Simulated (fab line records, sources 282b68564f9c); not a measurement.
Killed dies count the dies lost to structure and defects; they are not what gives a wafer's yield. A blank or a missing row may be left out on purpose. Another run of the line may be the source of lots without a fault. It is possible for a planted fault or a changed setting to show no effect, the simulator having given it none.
Comparing a struck lot with a sound one ; flow rit_cmos ; 27 steps out of a route of 202
Sound: these wafers, L313.3, L313.4, L313.6. Wafers struck: L297.1, L297.4, L297.6. The cause comes at the end.
For every step that has rows: the tool of each side, followed by ch and its chambers, followed by its first start. Under that, the readings that differ: sound wafers ; struck wafers ; difference of the means ; sigmas: that difference in standard deviations of wafers without a fault.
alike: words and numbers the same on both sides, and readings whose means are apart by under 2 such deviations; not compared: readings that were withheld, readings missing a value for some wafer, numbers with overlapping values and no deviation given by the record, and bounds like >300 which may hide the same value.
A row with sigmas, a row that says differs or no value, or rows on one side alone: a step with any of these is where the two part. Numbers that don't overlap but have no deviation are shown without sigmas and don't part them. A reading that every wafer of one side lacks parts them only if that side has two wafers or more.

first, 4 steps without rows for these wafers: RIT_CONTACT_SOFTBAKE_04 (time 60 s); RIT_CONTACT_EXPOSE_05 (exposes mask M11, target cd 1000 nm); RIT_CONTACT_PEB_06; RIT_CONTACT_DEVELOP_07 (develop time 120 s).
RIT_CONTACT_CD_MEAS_08 targets a cd of 1000 nm.
  sound: cd_sem-01 at day 7 05:31; struck: cd_sem-01 at day 3 20:17
  alike: cd_nm
RIT_CONTACT_OVL_MEAS_09:
  sound: overlay-02 at day 7 05:37; struck: overlay-02 at day 3 20:25
  alike: CONTACT_OVL
then, 1 step without rows for these wafers: RIT_CONTACT_HARDBAKE_10 (time 60 s).
RIT_CONTACT_ETCH_11: etches SiO2 in CHF3/CF4/Ar, stops on TiSi2, target depth 480 nm, time 320 s.
  sound on rie_diel-02 ch 0,1,2, day 7 05:47; struck on rie_diel-03 ch 1,2, day 3 20:36
  alike: drypump_motor_current_A, oes_product_au, throttle_valve_pct
  not compared: rf_hours_counter_h
RIT_CONTACT_STRIP_12: strips in O2, time 180 s.
  sound on plasma_asher-02 ch 0,1, day 7 06:02; struck on plasma_asher-02 ch 0,1, day 3 20:47
  alike: drypump_motor_current_A, rf_refl_power_W
  not compared: rf_hours_counter_h
RIT_CONTACT_CD_MEAS_90 targets a cd of 1000 nm.
  sound: cd_sem-02 at day 7 06:11; struck: cd_sem-02 at day 3 20:58
  alike: cd_nm
then, 2 steps without rows for these wafers: RIT_CONTACT_CLEAN_13 (cleans in SC1, time 600 s); RIT_CONTACT_CLEAN_14 (cleans in SC2, time 600 s).
RIT_M1_SPUTTER_00: material Al, target thk 400 nm, time 508 s.
  sound: pvd_sputter-04 at day 7 06:38; struck: pvd_sputter-04 at day 3 21:56
  alike: cathode_dc_power_W, throttle_valve_pct
RIT_M1_RS_MEAS_01: uses a four-point probe to measure.
  sound: film_metro-01 at day 7 06:58; struck: film_metro-02 at day 3 22:13
reading;sound;struck;difference;sigmas
M1_AL_RS (ohm/sq);0.0712 0.0734 0.0730;0.0348 0.0359 0.0361;-0.0369;-34
RIT_M1_THK_MEAS_02: measures by xrf.
  sound: film_metro-01 at day 7 07:04; struck: film_metro-02 at day 3 22:20
reading;sound;struck;difference;sigmas
M1_AL_THK (nm);413 396 403;849 817 816;+423;+65
then, 6 steps without rows for these wafers: RIT_M1_HMDS_03 (prime time 60 s); RIT_M1_COAT_04 (resist thk 1300 nm); RIT_M1_SOFTBAKE_05 (time 60 s); RIT_M1_EXPOSE_06 (exposes mask M12, target cd 2600 nm); RIT_M1_PEB_07; RIT_M1_DEVELOP_08 (develop time 68 s).
RIT_M1_CD_MEAS_09 targets a cd of 2600 nm.
  sound: cd_sem-02 at day 7 08:10; struck: cd_sem-01 at day 3 23:17
reading;sound;struck;difference;sigmas
cd_nm (nm);2600.0 2602.5 2602.6;2596.5 2597.5 2596.4;-4.9;-3
RIT_M1_OVL_MEAS_10:
  sound: overlay-01 at day 7 08:15; struck: overlay-02 at day 3 23:24
  alike: M1_OVL
then, 1 step without rows for these wafers: RIT_M1_HARDBAKE_11 (time 120 s).
RIT_M1_METAL_ETCH_12: etches Al in Cl2/BCl3, stops on SiO2, time 165 s, target depth 600 nm.
  sound on rie_metal-03 ch 0,1, day 7 08:35; struck on rie_metal-03 ch 0,1, day 3 23:41
reading;sound;struck;difference;sigmas
oes_product_au (a.u.);0.796 0.775 0.785;0.964 1.013 0.959;+0.193;+15
model.etch.depth_nm (nm);411.4 400.1 403.1;569.9 597.6 565.1;+172.7;
model.M1.feature_depth_nm (nm);444 431.1 435.8;569.9 597.6 565.1;+140.6;
  alike: drypump_motor_current_A, he_backside_leak_sccm, throttle_valve_pct
  not compared: rf_hours_counter_h
then, 1 step without rows for these wafers: RIT_M1_STRIP_13 (strips in nmp, time 600 s).
RIT_M1_PROBE_99:
  sound: prober-02 at day 7 10:53; struck: prober-02 at day 4 01:59
reading;sound;struck;difference;sigmas
defect_limited_yield (%);98.1 97.3 98.9;0 0 0;-98;-89
killed_at_M0_to_M3;0 0 0;259 257 258;+258;+99 or more
killed_dies;5 7 3;264 264 264;+259;+86
killed_on_rim;1 2 1;70 70 70;+69;+57
sort_bin_5_function (%);1.1 1.5 0.8;99.2 98.5 98.9;+97.7;+99 or more
sort_n_pass;259 257 261;0 0 0;-259;-86
sort_yield_pct (%);98.1 97.3 98.9;0 0 0;-98;-89
  alike: killed_at_contacts, killed_at_front_end, killed_open, killed_short, sort_bin_3_pad_short, sort_bin_6_memory

== WHERE THEY PART ==
Earliest at RIT_M1_RS_MEAS_01; latest, in this record, at RIT_M1_PROBE_99.

WHY: what the simulator had put in
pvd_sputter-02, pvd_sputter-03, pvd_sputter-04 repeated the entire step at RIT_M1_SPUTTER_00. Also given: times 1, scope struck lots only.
